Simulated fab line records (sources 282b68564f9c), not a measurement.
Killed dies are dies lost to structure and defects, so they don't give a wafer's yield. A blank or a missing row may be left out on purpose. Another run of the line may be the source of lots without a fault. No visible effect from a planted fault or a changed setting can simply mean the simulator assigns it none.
Code-filled problem report in 8D (eight disciplines) form -- flow rit-cmos -- the parts of the form that need people (team, actions taken, sign-off) are left out

1. WHAT WENT WRONG
Mean of heater-power-total-W at RIT_NWELL_SOFTBAKE_02: 31.86 W across 6 wafers in 2 lots; on wafers with no fault it is 34.57 W (standard deviation 0.049). That is -55 standard deviations from the usual mean.
The step: time 60 s.
Earliest sighting: wafer L785.1 on litho-track-03 at day 6 00:55. At this step, 18 wafers from 6 lots have a number in the record. The rule behind "out" and "out of limits": a value lying over 4 standard deviations away from the usual mean. The other wafers with a number count as sound.

2. WHAT IT IS; WHAT IT IS NOT
question,is,is not
which readings at this step,"heater-power-total-W, plate-temp-C",-
which lots,"L785, L786","L771, L778, L783, L789"
which wafers of those lots,all that have a number,-
read on which tools,litho-track-03,"litho-track-01, litho-track-04"
when,from day 6 00:55,up to then (9 sound wafers); but 3 sound wafers of L789 came after

3. WHAT RULES OUT EACH SUSPECT
Counting: a tool stays on the suspect list if, at a process step up to the reading, it processed all lots that are out and no sound lot following the first of them.
- litho-track-03 at RIT_NWELL_SOFTBAKE_02 (time 60 s): kept. Every lot that is out went through it, starting with L785 (day 6 00:55), and after that it ran no sound lot; the last sound lot it ran before then is L778 (day 4 14:53). Its own readings are out on those wafers: heater-power-total-W, plate-temp-C.
Remaining after the count: litho-track-03 at RIT_NWELL_SOFTBAKE_02.

4. THE CAUSE (what the simulator had put in)
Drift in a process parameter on litho-track-03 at RIT_NWELL_SOFTBAKE_02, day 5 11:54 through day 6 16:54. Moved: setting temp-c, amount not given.
After counting, this tool was the only one left.

5. THE CHAIN OF EFFECTS, in route order
One row per reading whose mean, taken over the struck wafers that have a number, lies over 3 standard deviations from the usual. Only readings whose record carries a usual standard deviation are examined. hours: median over the lots of the time between each lot's start at the first step of this table that gives one and its start at this step. sigmas: the change, counted in usual standard deviations.
hours,step,reading,usual,on struck wafers,change,sigmas
0,RIT_NWELL_SOFTBAKE_02,heater-power-total-W,34.57 W,31.86,-2.71,-55
0,RIT_NWELL_SOFTBAKE_02,plate-temp-C,90.01 C,84.98,-5.03,-46
The process steps in it:
- RIT_NWELL_SOFTBAKE_02: time 60 s.
Later steps that measure or inspect, where all struck wafers having a row at the step show a number for every such reading and not one has moved that far: RIT_NWELL_OVL_MEAS_06.

6. HOW IT WOULD HAVE BEEN CAUGHT EARLIER
First out-of-limits reading in this record: day 6 00:55, which is 13 hours after fault onset at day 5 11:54.
